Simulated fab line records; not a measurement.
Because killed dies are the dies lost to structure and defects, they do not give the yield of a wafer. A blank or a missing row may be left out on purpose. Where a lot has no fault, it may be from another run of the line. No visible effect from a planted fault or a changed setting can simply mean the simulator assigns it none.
Which of the tools did it? || flow berkeley-cmos170 || 15 lots with 45 wafers sampled at 7 steps, on a route of 331 steps

== WHAT EACH GAUGE READ, for each wafer ==
UCB170_PWELL_THK_MEAS_03.
{"lot": "L108", "measured": "day 3 01:35", "on": "film-metro-04", "PWELL_OXIDE_THK (nm)": "26.2 26.5 26.6"}
{"lot": "L109", "measured": "day 3 04:11", "on": "film-metro-02", "PWELL_OXIDE_THK (nm)": "26.8 26.7 26.8"}
{"lot": "L110", "measured": "day 3 14:41", "on": "film-metro-01", "PWELL_OXIDE_THK (nm)": "27.0 26.7 26.6"}
{"lot": "L111", "measured": "day 3 14:41", "on": "film-metro-02", "PWELL_OXIDE_THK (nm)": "26.7 26.5 26.2"}
{"lot": "L112", "measured": "day 3 22:34", "on": "film-metro-04", "PWELL_OXIDE_THK (nm)": "27.3 27.0 27.1"}
{"lot": "L115", "measured": "day 4 13:10", "on": "film-metro-01", "PWELL_OXIDE_THK (nm)": "27.1 27.1 27.0"}
{"lot": "L113", "measured": "day 4 13:10", "on": "film-metro-02", "PWELL_OXIDE_THK (nm)": "26.5 26.6 26.5"}
{"lot": "L116", "measured": "day 4 13:10", "on": "film-metro-04", "PWELL_OXIDE_THK (nm)": "27.0 26.4 27.0"}
{"lot": "L114", "measured": "day 4 13:14", "on": "film-metro-02", "PWELL_OXIDE_THK (nm)": "27.2 27.0 26.5"}
{"lot": "L117", "measured": "day 4 18:10", "on": "film-metro-01", "PWELL_OXIDE_THK (nm)": "27.4 26.8 27.2"}
{"lot": "L121", "measured": "day 5 13:59", "on": "film-metro-01", "PWELL_OXIDE_THK (nm)": "26.5 26.3 26.6"}
{"lot": "L123", "measured": "day 5 22:39", "on": "film-metro-04", "PWELL_OXIDE_THK (nm)": "26.8 26.9 27.3"}
{"lot": "L125", "measured": "day 6 14:46", "on": "film-metro-01", "PWELL_OXIDE_THK (nm)": "26.4 26.9 27.0"}
{"lot": "L129", "measured": "day 7 10:47", "on": "film-metro-02", "PWELL_OXIDE_THK (nm)": "27.1 27.1 27.2"}
{"lot": "L130", "measured": "day 7 19:33", "on": "film-metro-02", "PWELL_OXIDE_THK (nm)": "26.2 26.3 26.3"}

UCB170_PSD_TW_MEAS_10.
{"lot": "L108", "measured": "day 7 17:26", "on": "film-metro-04", "PSD_TW": "2337 2328 2327"}
{"lot": "L109", "measured": "day 7 17:11", "on": "film-metro-04", "PSD_TW": "2319 2330 2317"}
{"lot": "L110", "measured": "day 8 02:11", "on": "film-metro-01", "PSD_TW": "2365 2353 2360"}
{"lot": "L111", "measured": "day 8 02:38", "on": "film-metro-04", "PSD_TW": "2305 2317 2317"}
{"lot": "L112", "measured": "day 8 01:32", "on": "film-metro-01", "PSD_TW": "2356 2367 2345"}
{"lot": "L115", "measured": "day 9 12:16", "on": "film-metro-03", "PSD_TW": "2328 2341 2348"}
{"lot": "L113", "measured": "day 9 12:01", "on": "film-metro-04", "PSD_TW": "2329 2318 2334"}
{"lot": "L116", "measured": "day 9 17:28", "on": "film-metro-03", "PSD_TW": "2336 2331 2334"}
{"lot": "L114", "measured": "day 9 12:43", "on": "film-metro-03", "PSD_TW": "2339 2339 2340"}
{"lot": "L117", "measured": "day 9 12:23", "on": "film-metro-01", "PSD_TW": "2898 2908 2940"}
{"lot": "L121", "measured": "day 10 18:48", "on": "film-metro-01", "PSD_TW": "2913 2912 2890"}
{"lot": "L123", "measured": "day 10 18:40", "on": "film-metro-03", "PSD_TW": "2343 2337 2346"}
{"lot": "L125", "measured": "day 11 23:25", "on": "film-metro-01", "PSD_TW": "2907 2895 2889"}
{"lot": "L129", "measured": "day 12 16:22", "on": "film-metro-01", "PSD_TW": "2358 2364 2369"}
{"lot": "L130", "measured": "day 12 16:43", "on": "film-metro-01", "PSD_TW": "2364 2358 2357"}

UCB170_SDANNEAL_RS_MEAS_02: a four-point-probe measurement.
{"lot": "L108", "measured": "day 7 20:56", "on": "film-metro-01", "PSD_RS (ohm/sq)": "76.0 75.6 75.5"}
{"lot": "L109", "measured": "day 7 20:18", "on": "film-metro-01", "PSD_RS (ohm/sq)": "75.8 75.8 75.8"}
{"lot": "L110", "measured": "day 8 06:07", "on": "film-metro-03", "PSD_RS (ohm/sq)": "75.0 75.4 75.2"}
{"lot": "L111", "measured": "day 8 06:17", "on": "film-metro-01", "PSD_RS (ohm/sq)": "75.6 75.4 75.4"}
{"lot": "L112", "measured": "day 8 05:34", "on": "film-metro-03", "PSD_RS (ohm/sq)": "75.3 75.3 75.8"}
{"lot": "L115", "measured": "day 9 15:10", "on": "film-metro-03", "PSD_RS (ohm/sq)": "75.3 75.2 75.3"}
{"lot": "L113", "measured": "day 9 14:44", "on": "film-metro-04", "PSD_RS (ohm/sq)": "75.3 75.5 75.6"}
{"lot": "L116", "measured": "day 9 20:02", "on": "film-metro-01", "PSD_RS (ohm/sq)": "75.5 75.6 75.7"}
{"lot": "L114", "measured": "day 9 15:27", "on": "film-metro-04", "PSD_RS (ohm/sq)": "75.7 76.0 76.1"}
{"lot": "L117", "measured": "day 9 15:07", "on": "film-metro-01", "PSD_RS (ohm/sq)": "53.7 53.6 53.6"}
{"lot": "L121", "measured": "day 10 21:55", "on": "film-metro-03", "PSD_RS (ohm/sq)": "53.3 53.4 53.4"}
{"lot": "L123", "measured": "day 10 21:46", "on": "film-metro-04", "PSD_RS (ohm/sq)": "75.5 75.8 75.8"}
{"lot": "L125", "measured": "day 12 02:40", "on": "film-metro-03", "PSD_RS (ohm/sq)": "53.6 53.5 53.6"}
{"lot": "L129", "measured": "day 12 19:34", "on": "film-metro-01", "PSD_RS (ohm/sq)": "76.3 75.9 76.0"}
{"lot": "L130", "measured": "day 12 20:00", "on": "film-metro-03", "PSD_RS (ohm/sq)": "75.2 75.4 75.5"}

UCB170_V2_CD_MEAS_12: the cd target is 700 nm.
{"lot": "L108", "measured": "day 8 17:10", "on": "cd-sem-02", "cd-nm (nm)": "700.7 702.1 700.3"}
{"lot": "L109", "measured": "day 8 13:56", "on": "cd-sem-02", "cd-nm (nm)": "700.3 699.7 700.8"}
{"lot": "L110", "measured": "day 9 02:16", "on": "cd-sem-01", "cd-nm (nm)": "699.5 699.5 699.6"}
{"lot": "L111", "measured": "day 9 02:06", "on": "cd-sem-02", "cd-nm (nm)": "700.6 700.7 698.3"}
{"lot": "L112", "measured": "day 8 23:03", "on": "cd-sem-01", "cd-nm (nm)": "700.4 698.6 698.3"}
{"lot": "L115", "measured": "day 10 11:20", "on": "cd-sem-01", "cd-nm (nm)": "701.7 699.6 701.7"}
{"lot": "L113", "measured": "day 10 10:59", "on": "cd-sem-01", "cd-nm (nm)": "701.5 699.3 700.7"}
{"lot": "L116", "measured": "day 10 12:07", "on": "cd-sem-02", "cd-nm (nm)": "702.6 700.8 701.2"}
{"lot": "L114", "measured": "day 10 11:34", "on": "cd-sem-01", "cd-nm (nm)": "698.6 700.3 699.4"}
{"lot": "L117", "measured": "day 10 11:14", "on": "cd-sem-02", "cd-nm (nm)": "698.2 698.4 698.5"}
{"lot": "L121", "measured": "day 11 16:57", "on": "cd-sem-01", "cd-nm (nm)": "699.4 699.3 698.6"}
{"lot": "L123", "measured": "day 11 16:31", "on": "cd-sem-01", "cd-nm (nm)": "702.1 700.8 701.7"}
{"lot": "L125", "measured": "day 12 22:49", "on": "cd-sem-01", "cd-nm (nm)": "700.1 699.7 699.8"}
{"lot": "L129", "measured": "day 13 13:29", "on": "cd-sem-02", "cd-nm (nm)": "705.0 704.4 704.7"}
{"lot": "L130", "measured": "day 13 13:42", "on": "cd-sem-01", "cd-nm (nm)": "701.8 700.0 700.6"}

== TOOL THAT RAN EACH LOT (tool first, then ch and the chambers of the sampled wafers, then the start) ==
{"lot": "L108", "UCB170_PSD_IMPLANT_08": "implanter-04 ch 0, day 7 17:11", "UCB170_PSD_STRIP_09": "plasma-asher-03 ch 0,1, day 7 17:20", "UCB170_SILICIDE_RTA_04": "rtp-anneal-02 ch 0, day 7 21:41"}
{"lot": "L109", "UCB170_PSD_IMPLANT_08": "implanter-03 ch 0, day 7 16:56", "UCB170_PSD_STRIP_09": "plasma-asher-03 ch 0,1, day 7 17:05", "UCB170_SILICIDE_RTA_04": "rtp-anneal-02 ch 0, day 7 21:04"}
{"lot": "L110", "UCB170_PSD_IMPLANT_08": "implanter-04 ch 0, day 8 01:56", "UCB170_PSD_STRIP_09": "plasma-asher-03 ch 0,1, day 8 02:04", "UCB170_SILICIDE_RTA_04": "rtp-anneal-02 ch 0, day 8 06:52"}
{"lot": "L111", "UCB170_PSD_IMPLANT_08": "implanter-03 ch 0, day 8 02:23", "UCB170_PSD_STRIP_09": "plasma-asher-02 ch 1, day 8 02:31", "UCB170_SILICIDE_RTA_04": "rtp-anneal-01 ch 0, day 8 07:02"}
{"lot": "L112", "UCB170_PSD_IMPLANT_08": "implanter-01 ch 0, day 8 01:17", "UCB170_PSD_STRIP_09": "plasma-asher-02 ch 0,1, day 8 01:25", "UCB170_SILICIDE_RTA_04": "rtp-anneal-02 ch 0, day 8 06:19"}
{"lot": "L115", "UCB170_PSD_IMPLANT_08": "implanter-01 ch 0, day 9 12:01", "UCB170_PSD_STRIP_09": "plasma-asher-03 ch 0,1, day 9 12:10", "UCB170_SILICIDE_RTA_04": "rtp-anneal-02 ch 0, day 9 15:56"}
{"lot": "L113", "UCB170_PSD_IMPLANT_08": "implanter-04 ch 0, day 9 11:46", "UCB170_PSD_STRIP_09": "plasma-asher-01 ch 0, day 9 11:54", "UCB170_SILICIDE_RTA_04": "rtp-anneal-02 ch 0, day 9 15:29"}
{"lot": "L116", "UCB170_PSD_IMPLANT_08": "implanter-04 ch 0, day 9 17:13", "UCB170_PSD_STRIP_09": "plasma-asher-01 ch 1, day 9 17:21", "UCB170_SILICIDE_RTA_04": "rtp-anneal-01 ch 0, day 9 20:47"}
{"lot": "L114", "UCB170_PSD_IMPLANT_08": "implanter-01 ch 0, day 9 12:29", "UCB170_PSD_STRIP_09": "plasma-asher-03 ch 0,1, day 9 12:37", "UCB170_SILICIDE_RTA_04": "rtp-anneal-01 ch 0, day 9 16:12"}
{"lot": "L117", "UCB170_PSD_IMPLANT_08": "implanter-03 ch 0, day 9 11:45", "UCB170_PSD_STRIP_09": "plasma-asher-03 ch 0, day 9 12:16", "UCB170_SILICIDE_RTA_04": "rtp-anneal-01 ch 0, day 9 15:52"}
{"lot": "L121", "UCB170_PSD_IMPLANT_08": "implanter-01 ch 0, day 10 18:07", "UCB170_PSD_STRIP_09": "plasma-asher-02 ch 0,1, day 10 18:42", "UCB170_SILICIDE_RTA_04": "rtp-anneal-01 ch 0, day 10 22:44"}
{"lot": "L123", "UCB170_PSD_IMPLANT_08": "implanter-01 ch 0, day 10 18:25", "UCB170_PSD_STRIP_09": "plasma-asher-01 ch 0,1, day 10 18:33", "UCB170_SILICIDE_RTA_04": "rtp-anneal-01 ch 0, day 10 22:31"}
{"lot": "L125", "UCB170_PSD_IMPLANT_08": "implanter-04 ch 0, day 11 22:52", "UCB170_PSD_STRIP_09": "plasma-asher-02 ch 0,1, day 11 23:19", "UCB170_SILICIDE_RTA_04": "rtp-anneal-02 ch 0, day 12 03:25"}
{"lot": "L129", "UCB170_PSD_IMPLANT_08": "implanter-04 ch 0, day 12 16:08", "UCB170_PSD_STRIP_09": "plasma-asher-03 ch 0,1, day 12 16:16", "UCB170_SILICIDE_RTA_04": "rtp-anneal-01 ch 0, day 12 20:19"}
{"lot": "L130", "UCB170_PSD_IMPLANT_08": "implanter-03 ch 0, day 12 16:28", "UCB170_PSD_STRIP_09": "plasma-asher-03 ch 0,1, day 12 16:37", "UCB170_SILICIDE_RTA_04": "rtp-anneal-02 ch 0, day 12 20:45"}
- UCB170_PSD_IMPLANT_08
- UCB170_PSD_STRIP_09: strips in O2.
- UCB170_SILICIDE_RTA_04: time 15 s.

== AS READ BY THE TOOLS THEMSELVES (means over the sampled wafers that have a number; for cases with no such wafer, the mark the record gives instead) ==
UCB170_PSD_IMPLANT_08.
{"lot": "L108", "tool": "implanter-04", "tilt-deg (degrees)": 7.002}
{"lot": "L109", "tool": "implanter-03", "tilt-deg (degrees)": 6.987}
{"lot": "L110", "tool": "implanter-04", "tilt-deg (degrees)": 7.000}
{"lot": "L111", "tool": "implanter-03", "tilt-deg (degrees)": 6.999}
{"lot": "L112", "tool": "implanter-01", "tilt-deg (degrees)": 7.026}
{"lot": "L115", "tool": "implanter-01", "tilt-deg (degrees)": 7.015}
{"lot": "L113", "tool": "implanter-04", "tilt-deg (degrees)": 7.025}
{"lot": "L116", "tool": "implanter-04", "tilt-deg (degrees)": 7.004}
{"lot": "L114", "tool": "implanter-01", "tilt-deg (degrees)": 6.986}
{"lot": "L117", "tool": "implanter-03", "tilt-deg (degrees)": 7.000}
{"lot": "L121", "tool": "implanter-01", "tilt-deg (degrees)": 7.009}
{"lot": "L123", "tool": "implanter-01", "tilt-deg (degrees)": 7.002}
{"lot": "L125", "tool": "implanter-04", "tilt-deg (degrees)": 6.997}
{"lot": "L129", "tool": "implanter-04", "tilt-deg (degrees)": 7.006}
{"lot": "L130", "tool": "implanter-03", "tilt-deg (degrees)": 7.003}

UCB170_PSD_STRIP_09.
{"lot": "L108", "tool": "plasma-asher-03", "chamber-pressure-mTorr (mTorr)": 3499.3, "drypump-motor-current-A (A)": 5.5, "o2-flow-sccm (sccm)": 399.7, "oes-product-au (a.u.)": 0.599, "strip-time-to-endpoint-s (s)": 29.39}
{"lot": "L109", "tool": "plasma-asher-03", "chamber-pressure-mTorr (mTorr)": 3499.4, "drypump-motor-current-A (A)": 5.5, "o2-flow-sccm (sccm)": 400.6, "oes-product-au (a.u.)": 0.599, "strip-time-to-endpoint-s (s)": 29.33}
{"lot": "L110", "tool": "plasma-asher-03", "chamber-pressure-mTorr (mTorr)": 3499.9, "drypump-motor-current-A (A)": 5.4, "o2-flow-sccm (sccm)": 399.7, "oes-product-au (a.u.)": 0.601, "strip-time-to-endpoint-s (s)": 29.50}
{"lot": "L111", "tool": "plasma-asher-02", "chamber-pressure-mTorr (mTorr)": 3504.5, "drypump-motor-current-A (A)": 5.0, "o2-flow-sccm (sccm)": 398.6, "oes-product-au (a.u.)": 0.601, "strip-time-to-endpoint-s (s)": 29.48}
{"lot": "L112", "tool": "plasma-asher-02", "chamber-pressure-mTorr (mTorr)": 3500.5, "drypump-motor-current-A (A)": 5.4, "o2-flow-sccm (sccm)": 400.0, "oes-product-au (a.u.)": 0.602, "strip-time-to-endpoint-s (s)": 29.45}
{"lot": "L115", "tool": "plasma-asher-03", "chamber-pressure-mTorr (mTorr)": 3499.9, "drypump-motor-current-A (A)": 5.4, "o2-flow-sccm (sccm)": 400.3, "oes-product-au (a.u.)": 0.598, "strip-time-to-endpoint-s (s)": 29.44}
{"lot": "L113", "tool": "plasma-asher-01", "chamber-pressure-mTorr (mTorr)": 3503.1, "drypump-motor-current-A (A)": 6.2, "o2-flow-sccm (sccm)": 400.3, "oes-product-au (a.u.)": 0.599, "strip-time-to-endpoint-s (s)": 29.44}
{"lot": "L116", "tool": "plasma-asher-01", "chamber-pressure-mTorr (mTorr)": 3499.3, "drypump-motor-current-A (A)": 5.6, "o2-flow-sccm (sccm)": 400.2, "oes-product-au (a.u.)": 0.598, "strip-time-to-endpoint-s (s)": 29.32}
{"lot": "L114", "tool": "plasma-asher-03", "chamber-pressure-mTorr (mTorr)": 3500.5, "drypump-motor-current-A (A)": 5.4, "o2-flow-sccm (sccm)": 399.0, "oes-product-au (a.u.)": 0.602, "strip-time-to-endpoint-s (s)": 29.38}
{"lot": "L117", "tool": "plasma-asher-03", "chamber-pressure-mTorr (mTorr)": 3497.7, "drypump-motor-current-A (A)": 4.9, "o2-flow-sccm (sccm)": 401.2, "oes-product-au (a.u.)": 0.522, "strip-time-to-endpoint-s (s)": 37.66}
{"lot": "L121", "tool": "plasma-asher-02", "chamber-pressure-mTorr (mTorr)": 3496.4, "drypump-motor-current-A (A)": 5.3, "o2-flow-sccm (sccm)": 399.6, "oes-product-au (a.u.)": 0.522, "strip-time-to-endpoint-s (s)": 37.66}
{"lot": "L123", "tool": "plasma-asher-01", "chamber-pressure-mTorr (mTorr)": 3502.3, "drypump-motor-current-A (A)": 5.8, "o2-flow-sccm (sccm)": 400.4, "oes-product-au (a.u.)": 0.603, "strip-time-to-endpoint-s (s)": 29.41}
{"lot": "L125", "tool": "plasma-asher-02", "chamber-pressure-mTorr (mTorr)": 3500.0, "drypump-motor-current-A (A)": 5.3, "o2-flow-sccm (sccm)": 399.5, "oes-product-au (a.u.)": 0.519, "strip-time-to-endpoint-s (s)": 37.54}
{"lot": "L129", "tool": "plasma-asher-03", "chamber-pressure-mTorr (mTorr)": 3500.0, "drypump-motor-current-A (A)": 5.4, "o2-flow-sccm (sccm)": 400.8, "oes-product-au (a.u.)": 0.597, "strip-time-to-endpoint-s (s)": 29.40}
{"lot": "L130", "tool": "plasma-asher-03", "chamber-pressure-mTorr (mTorr)": 3499.1, "drypump-motor-current-A (A)": 5.2, "o2-flow-sccm (sccm)": 401.1, "oes-product-au (a.u.)": 0.600, "strip-time-to-endpoint-s (s)": 29.35}

UCB170_SILICIDE_RTA_04.
{"lot": "L108", "tool": "rtp-anneal-02", "lamp-power-pct (%)": 10.6, "wafer_temp_C_max": 654.0}
{"lot": "L109", "tool": "rtp-anneal-02", "lamp-power-pct (%)": 10.7, "wafer_temp_C_max": 652.6}
{"lot": "L110", "tool": "rtp-anneal-02", "lamp-power-pct (%)": 10.7, "wafer_temp_C_max": 652.9}
{"lot": "L111", "tool": "rtp-anneal-01", "lamp-power-pct (%)": 11.3, "wafer_temp_C_max": 652.0}
{"lot": "L112", "tool": "rtp-anneal-02", "lamp-power-pct (%)": 10.6, "wafer_temp_C_max": 652.4}
{"lot": "L115", "tool": "rtp-anneal-02", "lamp-power-pct (%)": 10.7, "wafer_temp_C_max": 652.9}
{"lot": "L113", "tool": "rtp-anneal-02", "lamp-power-pct (%)": 10.7, "wafer_temp_C_max": 653.0}
{"lot": "L116", "tool": "rtp-anneal-01", "lamp-power-pct (%)": 11.3, "wafer_temp_C_max": 652.3}
{"lot": "L114", "tool": "rtp-anneal-01", "lamp-power-pct (%)": 11.3, "wafer_temp_C_max": 652.0}
{"lot": "L117", "tool": "rtp-anneal-01", "lamp-power-pct (%)": 11.3, "wafer_temp_C_max": 652.0}
{"lot": "L121", "tool": "rtp-anneal-01", "lamp-power-pct (%)": 11.3, "wafer_temp_C_max": 652.4}
{"lot": "L123", "tool": "rtp-anneal-01", "lamp-power-pct (%)": 11.3, "wafer_temp_C_max": 651.9}
{"lot": "L125", "tool": "rtp-anneal-02", "lamp-power-pct (%)": 10.6, "wafer_temp_C_max": 652.8}
{"lot": "L129", "tool": "rtp-anneal-01", "lamp-power-pct (%)": 11.3, "wafer_temp_C_max": 651.6}
{"lot": "L130", "tool": "rtp-anneal-02", "lamp-power-pct (%)": 10.6, "wafer_temp_C_max": 652.7}

== THE ANSWER, worked out from the rows above alone ==
Rule: usual is defined by the lots themselves. The widest of any qualifying gaps counts: lots, ordered by their means at a reading, are off when they make up no more than a third of the lots, leave a main group of 4 or more, and stand apart from it by 3 or more times the standard deviation of that group's means. If all means in a main group match to the digits the tables above print for the reading, that group is not used. A lot without any number at a reading at which 4 lots or more have one is off too. Where the step has rows for the other lots, those lots are counted as sound. The gauges are gone through in route order, then the tools' own readings, and for those a lot's mean is taken as printed above. At the first step where some lot is off, the reading lying furthest off is the one used; lots without a number count as furthest.
Off: L117, L121, L125, at UCB170_PSD_TW_MEAS_10 (PSD_TW). For the main group the mean is 2340 and the standard deviation 16.
If a tool, at a process step before that reading, ran all the lots that are off and no sound lot after the first of them, it fits. Not tried: the gauges at UCB170_PSD_TW_MEAS_10; whatever is off there is also off at UCB170_PSD_STRIP_09, on other tools, and gauge error can't account for it. Not one of the candidates tried fits.

== WHAT WAS PUT IN BY THE SIMULATOR ==
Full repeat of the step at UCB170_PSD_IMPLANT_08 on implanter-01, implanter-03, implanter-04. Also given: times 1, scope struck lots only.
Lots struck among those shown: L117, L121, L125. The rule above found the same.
